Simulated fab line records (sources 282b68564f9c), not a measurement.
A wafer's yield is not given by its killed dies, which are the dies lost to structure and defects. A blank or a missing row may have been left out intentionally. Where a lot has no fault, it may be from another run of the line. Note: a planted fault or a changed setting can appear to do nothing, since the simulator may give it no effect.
Which tool was responsible?	flow rit-cmos	39 wafers from 13 lots sampled at 2 of the route's 202 steps

## WHAT THE GAUGES READ, wafer by wafer
RIT_ACTIVE_CD_MEAS_90: target cd 1400 nm. Usual: cd-nm 1400.8 nm, standard deviation 2.6.
lot	measured	on	cd-nm (nm)	flag
L202	day 1 15:51	cd-sem-01	1401.9 1404.2 1402.3	
L205	day 2 06:14	cd-sem-02	1396.6 1397.9 1396.1	
L207	day 2 16:14	cd-sem-01	1401.3 1402.4 1398.3	
L209	day 3 02:13	cd-sem-01	1403.1 1404.0 1403.7	
L210	day 3 07:02	cd-sem-01	1401.0 1400.6 1400.4	
L212	day 3 17:29	cd-sem-01	1399.8 1400.3 1400.8	
L213	day 4 01:37	cd-sem-01	1403.0 1402.2 1402.9	
L215	day 4 08:01	cd-sem-02	1401.7 1404.8 1404.3	
L217	day 4 18:01	cd-sem-02	1399.1 1398.6 1399.7	
L219	day 5 04:07	cd-sem-02	1396.1 1398.9 1398.4	
L220	day 5 10:27	cd-sem-02	1398.3 1398.8 1399.7	
L223	day 6 00:24	cd-sem-02	1397.1 1400.8 1398.9	
L224	day 6 07:55	cd-sem-02	1400.4 1398.5 1399.0	

## EACH LOT AND THE TOOL THAT RAN IT (in order: tool; ch and the chambers of the sampled wafers; start)
lot	RIT_ACTIVE_ETCH_13
L202	rie-diel-02 ch 1,2,3, day 1 15:32
L205	rie-diel-01 ch 0,1, day 2 05:53
L207	rie-diel-01 ch 2,3, day 2 15:56
L209	rie-diel-01 ch 0,2, day 3 01:55
L210	rie-diel-01 ch 0,2, day 3 06:43
L212	rie-diel-03 ch 1,2, day 3 17:11
L213	rie-diel-03 ch 0,1,2, day 4 01:17
L215	rie-diel-03 ch 1,2, day 4 07:43
L217	rie-diel-01 ch 0,1,3, day 4 17:43
L219	rie-diel-01 ch 0,1, day 5 03:47
L220	rie-diel-02 ch 0,1, day 5 10:06
L223	rie-diel-01 ch 0,2,3, day 6 00:05
L224	rie-diel-03 ch 1,2,3, day 6 07:36
- RIT_ACTIVE_ETCH_13: etches Si3N4 in SF6, stops on SiO2, time 210 s, target depth 210 nm.

## AS READ BY THE TOOLS THEMSELVES (means over the sampled wafers that have a number; for cases with no such wafer, the mark the record gives instead)
RIT_ACTIVE_ETCH_13. Usual: drypump-motor-current-A 5.8 A, standard deviation 0.4; oes-product-au 0.824 a.u., standard deviation 0.0076; throttle-valve-pct 7.48 %, standard deviation 0.07.
lot	tool	drypump-motor-current-A (A)	oes-product-au (a.u.)	throttle-valve-pct (%)	flag
L202	rie-diel-02	5.7	0.821	7.49	
L205	rie-diel-01	5.7	0.824	7.48	
L207	rie-diel-01	5.9	0.817	7.55	
L209	rie-diel-01	5.7	0.813	7.58	
L210	rie-diel-01	5.7	0.824	7.57	
L212	rie-diel-03	5.8	0.823	7.47	
L213	rie-diel-03	5.8	0.821	7.49	
L215	rie-diel-03	5.9	0.827	7.47	
L217	rie-diel-01	5.7	0.823	7.48	
L219	rie-diel-01	5.7	0.829	7.47	
L220	rie-diel-02	5.6	0.834	7.55	
L223	rie-diel-01	5.7	0.784	7.53	OFF
L224	rie-diel-03	6.0	0.824	7.44	

## THE ANSWER, worked out from the rows above alone
Rule: take the mean of a lot's wafers that have a number; if it is more than 3 standard deviations from the usual mean, the lot is off. A lot without any number at a reading at which 4 lots or more have one is off too. The other lots that the step has rows for count as sound. After the gauges, taken in route order, come the tools' own readings; for these a lot's mean is taken, as printed above. The first step at which some lot is off is used, and at that step the reading that is off furthest; a lot without a number counts as furthest.
Off, at RIT_ACTIVE_ETCH_13 on oes-product-au: L223.
If a tool, at that step or one of the process steps before it, ran each lot that is off and ran no sound lot following the first of them, it fits. One fits: RIT_ACTIVE_ETCH_13 on rie-diel-01. Its last sound lot is L219 (day 5 03:47), its first lot that is off L223 (day 6 00:05): a fault that began between those two fits.
On the lots that are off, the tool's own readings at RIT_ACTIVE_ETCH_13 differ by more than 5 times the standard deviation of the sound lots' means, which bears it out; oes-product-au reads 0.784 a.u. there versus 0.823 a.u. on the sound lots.

## WHAT THE SIMULATOR HAD INSERTED
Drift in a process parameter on rie-diel-01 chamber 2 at RIT_ACTIVE_ETCH_13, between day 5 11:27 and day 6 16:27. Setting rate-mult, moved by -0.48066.
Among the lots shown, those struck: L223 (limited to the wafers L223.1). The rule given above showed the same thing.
